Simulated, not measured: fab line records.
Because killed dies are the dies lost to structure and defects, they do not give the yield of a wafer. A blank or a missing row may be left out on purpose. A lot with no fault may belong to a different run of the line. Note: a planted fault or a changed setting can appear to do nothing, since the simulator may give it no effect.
One fault through the eyes of 2 desks :: flow berkeleyCmos170 :: each desk holds nothing but its own numbers, with what lay behind them at the end

## FOR THE TOOL OWNER'S DESK: lithoTrack-03
The tool's own readings at UCB170_PWELL_COAT_08 (resist thk 900 nm): means of the sampled wafers that have a number, for each lot that ran on this tool. The brackets show how far a lot's mean lies from the usual mean; more than 4 standard deviations puts the lot out of limits, marked OUT.
Columns: A = spinSpeedRpm at UCB170_PWELL_COAT_08, usual 1499.9 rpm
lot: L709
first seen here: day 5 03:46
A: 1525.6 (+29) OUT

lot: L711
first seen here: day 5 22:25
A: 1525.5 (+29) OUT
This desk finds L709, L711 out of limits, L709 being first, at day 5 03:46 (spinSpeedRpm at UCB170_PWELL_COAT_08). In limits: none.

## METROLOGY DESK
What the gauges read for every lot (on any tool): the sampled wafers with a number, averaged. The brackets show how far a lot's mean lies from the usual mean; more than 4 standard deviations puts the lot out of limits, marked OUT.
Columns: A = NWELL_TW at UCB170_NWELL_TW_MEAS_16, usual 1247; B = PWELL_OXIDE_THK at UCB170_PWELL_THK_MEAS_03, usual 26.5 nm; C = PWELL_NITRIDE_THK at UCB170_PWELL_THK_MEAS_06, usual 221.3 nm; D = PWELL_OVL at UCB170_PWELL_OVL_MEAS_13, usual 1 nm
lot: L700
first seen here: day 2 18:15
A: 1252
B: 26.7
C: 221.8
D: 4

lot: L701
first seen here: day 3 00:22
A: 1246
B: 26.2
C: 223.0
D: 8

lot: L709
first seen here: day 4 08:04
A: 1255
B: 26.5
C: 224.9
D: -0

lot: L711
first seen here: day 5 02:55
A: 1245
B: 26.7
C: 223.0
D: 6

lot: L712
first seen here: day 5 11:28
A: 1246
B: 26.4
C: 219.3
D: -6

lot: L715
first seen here: day 5 18:46
A: 1243
B: 26.0
C: 221.1
D: -3
This desk's verdict: no lot among the 6 shows anything out of limits.

## BROUGHT TOGETHER
On L709, L711, at day 5 03:46, an alarm was possible from the tool owner's desk.
Nothing out of limits was seen by the metrology desk.
The metrology desk holds a record of L709, L711, inside its limits.
On lithoTrack-03, each named lot ran UCB170_PWELL_COAT_08.

## WHAT THE SIMULATOR HAD PUT IN
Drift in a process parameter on lithoTrack-03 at UCB170_PWELL_COAT_08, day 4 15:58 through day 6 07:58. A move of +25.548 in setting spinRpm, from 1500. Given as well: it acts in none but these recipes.
Lots struck among those shown: L709, L711.
How many hours passed from the start of the fault until each desk's first out-of-limits reading: the tool owner's desk, 12.
